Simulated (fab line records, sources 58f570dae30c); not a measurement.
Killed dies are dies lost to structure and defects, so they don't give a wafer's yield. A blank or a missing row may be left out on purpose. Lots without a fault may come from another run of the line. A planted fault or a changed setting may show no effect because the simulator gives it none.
Which tool did it? | flow berkeley_cmos170 | 7 lots, 21 wafers sampled, at 2 steps of a route of 331

WHAT THE GAUGES READ, wafer by wafer
UCB170_SCREENOX_THK_MEAS_02.
lot  | measured    | on            | SCREENOX_OXIDE_THK (nm)
L777 | day 5 08:12 | film_metro-04 | 14.5 14.5 14.3
L781 | day 6 12:14 | film_metro-02 | 13.9 14.1 14.0
L782 | day 6 21:37 | film_metro-04 | 14.9 14.8 14.7
L784 | day 7 07:09 | film_metro-02 | 14.3 14.4 14.5
L788 | day 8 02:17 | film_metro-02 | 14.6 14.1 14.6
L789 | day 8 02:18 | film_metro-04 | 14.3 14.1 13.8
L793 | day 8 21:29 | film_metro-02 | 14.3 14.2 14.3

WHICH TOOL RAN EACH LOT (tool, then ch and the chambers of the sampled wafers, then the start)
lot  | UCB170_NWELL_IMPLANT_14
L777 | implanter-01 ch 0, day 2 08:26
L781 | implanter-03 ch 0, day 3 07:34
L782 | implanter-03 ch 0, day 3 15:55
L784 | implanter-01 ch 0, day 4 05:00
L788 | implanter-03 ch 0, day 4 23:53
L789 | implanter-03 ch 0, day 5 06:36
L793 | implanter-03 ch 0, day 5 23:20
- UCB170_NWELL_IMPLANT_14

THE ANSWER, worked out from the rows above alone
Rule: what is usual is taken from the lots themselves. Put in order of their means at a reading, lots are off if they are a third of the lots or fewer, leave a main group of 4 or more, and stand apart from it by a gap of 3 or more times the standard deviation of the main group's means; of several such gaps the widest counts. A main group whose means are all the same, to the digits that the tables above print for the reading, isn't used. A lot without any number at a reading at which 4 lots or more have one is off too. The other lots that the step has rows for count as sound.
No lot is off at any reading shown: from this, nothing can be told.

WHAT THE SIMULATOR HAD PUT IN
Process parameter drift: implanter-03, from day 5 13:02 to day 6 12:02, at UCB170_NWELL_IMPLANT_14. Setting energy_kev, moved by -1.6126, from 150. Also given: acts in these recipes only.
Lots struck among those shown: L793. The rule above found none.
